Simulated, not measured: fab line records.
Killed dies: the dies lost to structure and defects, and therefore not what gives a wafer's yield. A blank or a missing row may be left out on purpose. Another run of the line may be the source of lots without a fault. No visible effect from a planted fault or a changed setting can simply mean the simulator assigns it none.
Matching of chambers | flow berkeley cmos170 | rie diel-03 running UCB170_CONTACT_ETCH_17: 4 sister chambers
The step etches BARC in N2/H2. 8 wafers are shown with their chamber, then 7 later ones without.

## WAFERS, EACH WITH ITS CHAMBER
wafer  | chamber | drypump motor current A (A) | throttle valve pct (%)
L470.4 | 0       | 5.2                         | 13.03
L479.1 | 1       | 6.3                         | 13.24
L479.6 | 1       | 6.4                         | 13.26
L485.1 | 2       | 5.8                         | 13.45
L485.5 | 2       | 5.8                         | 13.45
L485.6 | 3       | 5.5                         | 13.25
L487.2 | 3       | 5.5                         | 13.26
L487.4 | 0       | 5.3                         | 13.02

## WAFERS WHOSE CHAMBER IS MISSING
wafer  | drypump motor current A (A) | throttle valve pct (%)
L487.6 | 6.3                         | 13.25
L491.3 | 5.5                         | 13.27
L491.5 | 6.4                         | 13.25
L491.6 | 5.2                         | 13.03
L493.1 | 5.5                         | 13.24
L493.4 | 6.4                         | 13.25
L493.5 | 6.4                         | 13.25

## WHICH CHAMBER EACH WENT THROUGH
wafer  | from the rows above | in truth
L487.6 | 1                   | 1
L491.3 | 3                   | 3
L491.5 | 1                   | 1
L491.6 | 0                   | 0
L493.1 | 3                   | 3
L493.4 | 1                   | 1
L493.5 | 1                   | 1
Correctly placed: 7 of 7. Not placeable from these rows: 0. Wrongly placed: 0.
How it was worked out, from the rows above alone: a wafer's distance from a chamber is the root of the sum, over the readings, of the square of ((its reading less the chamber's mean) divided by the reading's scatter). If the next closest chamber is less than 2 further off than the closest, the wafer can't be placed; otherwise it belongs to the closest. Each chamber's mean is taken over the wafers shown for it. The scatter: take each reading less its chamber's mean, square it, sum over the shown wafers, divide by the number of wafers less the number of chambers, and take the root.
